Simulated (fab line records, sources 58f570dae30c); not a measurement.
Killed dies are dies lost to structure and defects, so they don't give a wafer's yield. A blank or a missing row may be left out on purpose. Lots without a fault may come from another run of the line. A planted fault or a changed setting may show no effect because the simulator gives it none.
Chamber matching | flow berkeley_cmos170 | UCB170_M1_ETCH_11 on rie_diel-01: 4 sister chambers
The step etches BARC in N2/H2. 14 wafers are shown with their chamber, then 7 later ones without.

WAFERS WITH THEIR CHAMBER
wafer  | chamber | throttle_valve_pct (%) | drypump_motor_current_A (A) | oes_product_au (a.u.)
L678.4 | 0       | 13.15                  | 5.6                         | 1.000
L678.5 | 1       | 13.02                  | 5.9                         | 1.001
L678.6 | 2       | 13.32                  | 6.0                         | 1.019
L679.1 | 3       | 13.10                  | 5.5                         | 1.035
L679.3 | 2       | 13.33                  | 5.9                         | 1.015
L679.5 | 1       | 13.04                  | 6.0                         | 0.993
L696.1 | 1       | 13.03                  | 5.9                         | 1.021
L696.2 | 3       | 13.11                  | 5.5                         | 1.020
L696.3 | 2       | 13.33                  | 5.9                         | 1.006
L694.1 | 2       | 13.32                  | 5.9                         | 1.008
L694.2 | 1       | 13.06                  | 6.0                         | 1.014
L694.4 | 0       | 13.18                  | 5.7                         | 1.016
L695.2 | 0       | 13.15                  | 5.6                         | 0.999
L695.4 | 1       | 13.04                  | 5.9                         | 1.014

SIGNATURES (means of the wafers above)
reading                 | chamber 0 | chamber 1 | chamber 2 | chamber 3 | scatter within a chamber
throttle_valve_pct      | 13.1600   | 13.0380   | 13.3250   | 13.1050   | 0.0128
drypump_motor_current_A | 5.633     | 5.940     | 5.925     | 5.500     | 0.0512
oes_product_au          | 1.00500   | 1.00860   | 1.01200   | 1.02750   | 0.00958
Rule: a wafer's distance from a chamber is the root of the sum, over the readings, of the square of ((its reading less the chamber's mean) divided by the reading's scatter). The wafer belongs to the nearest chamber; if the next one is less than 2 further off, it can't be placed. The scatter: the root of (the sum of the squares of (reading less its chamber's mean) over the shown wafers, divided by (wafers less chambers)).

WAFERS WITHOUT THEIR CHAMBER
wafer  | throttle_valve_pct (%) | drypump_motor_current_A (A) | oes_product_au (a.u.)
L695.5 | 13.12                  | 5.5                         | 1.005
L697.1 | 13.10                  | 5.5                         | 1.023
L697.2 | 13.33                  | 6.0                         | 1.010
L697.4 | 13.05                  | 5.9                         | 1.030
L693.1 | 13.05                  | 5.9                         | 1.033
L693.5 | 13.12                  | 5.5                         | 1.012
L693.6 | 13.33                  | 5.9                         | 1.028

WHICH CHAMBER EACH WENT THROUGH
wafer  | from the rows above     | in truth
L695.5 | can't be placed: 3 or 0 | 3
L697.1 | 3                       | 3
L697.2 | 2                       | 2
L697.4 | 1                       | 1
L693.1 | 1                       | 1
L693.5 | 3                       | 3
L693.6 | 2                       | 2
Placed correctly: 6 of 7. Can't be placed from these rows: 1 (the true chamber is among the candidates in 1). Placed wrongly: 0.
